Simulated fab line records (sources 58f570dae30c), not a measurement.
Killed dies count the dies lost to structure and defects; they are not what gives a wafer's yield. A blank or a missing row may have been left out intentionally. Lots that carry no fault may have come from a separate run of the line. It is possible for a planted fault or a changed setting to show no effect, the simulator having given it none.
One fault seen from 2 desks ; flow berkeley cmos170 ; each desk has only its own numbers; what lay behind them comes last

AT THE METROLOGY DESK
Means of the sampled wafers that have a number, per lot and without regard to the tool the lot ran on: this is what the gauges read. If a lot's mean is further than 4 standard deviations from the usual mean, the lot is out of limits and carries the mark OUT (the distance appears in the brackets).
Columns: A = cd nm at UCB170_CONTACT_CD_MEAS_15, usual 699.8 nm; B = M3_AL_RS at UCB170_M3_RS_MEAS_02, usual 0.0322 ohm/sq; C = M3_AL_THK at UCB170_M3_THK_MEAS_03, usual 912 nm; D = M3_BOW at UCB170_M3_BOW_MEAS_20, usual 37 um
lot;first seen here;A;B;C;D
L829;day 8 07:26;698.4;0.0323;909;39
L835;day 9 08:59;701.4;0.0322;904;39
L834;day 9 11:45;699.7;0.0321;913;37
L831;day 9 11:58;703.4;0.0324;907;35
L830;day 9 12:04;697.6;0.0321;912;41
L833;day 9 12:04;698.5;0.0405 (+26) OUT;785 (-13) OUT;44
L837;day 9 12:17;698.8;0.0478 (+49) OUT;658 (-26) OUT;29
L836;day 9 12:20;698.0;0.0321;911;40
L841;day 11 00:06;699.5;0.0321;912;40
L845;day 11 19:00;700.8;0.0321;919;41
L850;day 12 04:58;698.7;0.0326;901;36
L849;day 12 05:14;699.9;0.0319;925;34
L848;day 12 07:10;698.8;0.0324;902;32
L846;day 12 07:39;701.2;0.0323;909;38
This desk's finding: out of limits on L833, L837; first on L833, day 10 06:24 (M3_AL_RS at UCB170_M3_RS_MEAS_02). In limits: L829, L835, L834, L831, L830, L836, L841, L845, L850, L849, L848, L846.

FOR THE TOOL OWNER'S DESK: pvd sputter-01
The tool's own readings at UCB170_M3_SPUTTER_01 (material Al, target thk 900 nm, time 120 s): means of the sampled wafers that have a number, for each lot that ran on this tool. If a lot's mean is further than 4 standard deviations from the usual mean, the lot is out of limits and carries the mark OUT (the distance appears in the brackets).
Columns: A = throttle valve pct at UCB170_M3_SPUTTER_01, usual 29.5 %
lot;first seen here;A
L829;day 8 21:56;30.8
L835;day 9 22:20;29.8
L833;day 10 06:19;29.7
L837;day 10 06:38;28.9
Finding of this desk: none of the 4 lots has anything out of limits.

ALL TOGETHER
At day 10 06:24 the metrology desk could have sounded an alarm, on L833, L837.
The tool owner's desk saw nothing out of limits.
The tool owner's desk has L833, L837 on record, within its limits.
Of the lots named, all ran UCB170_M3_SPUTTER_01 on pvd sputter-01.

WHAT HAD BEEN PUT IN BY THE SIMULATOR
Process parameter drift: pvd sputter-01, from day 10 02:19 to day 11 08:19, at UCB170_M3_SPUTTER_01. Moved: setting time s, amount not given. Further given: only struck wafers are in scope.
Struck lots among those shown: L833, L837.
Time in hours between the start of the fault and the first out-of-limits reading at each desk: metrology desk, 4.
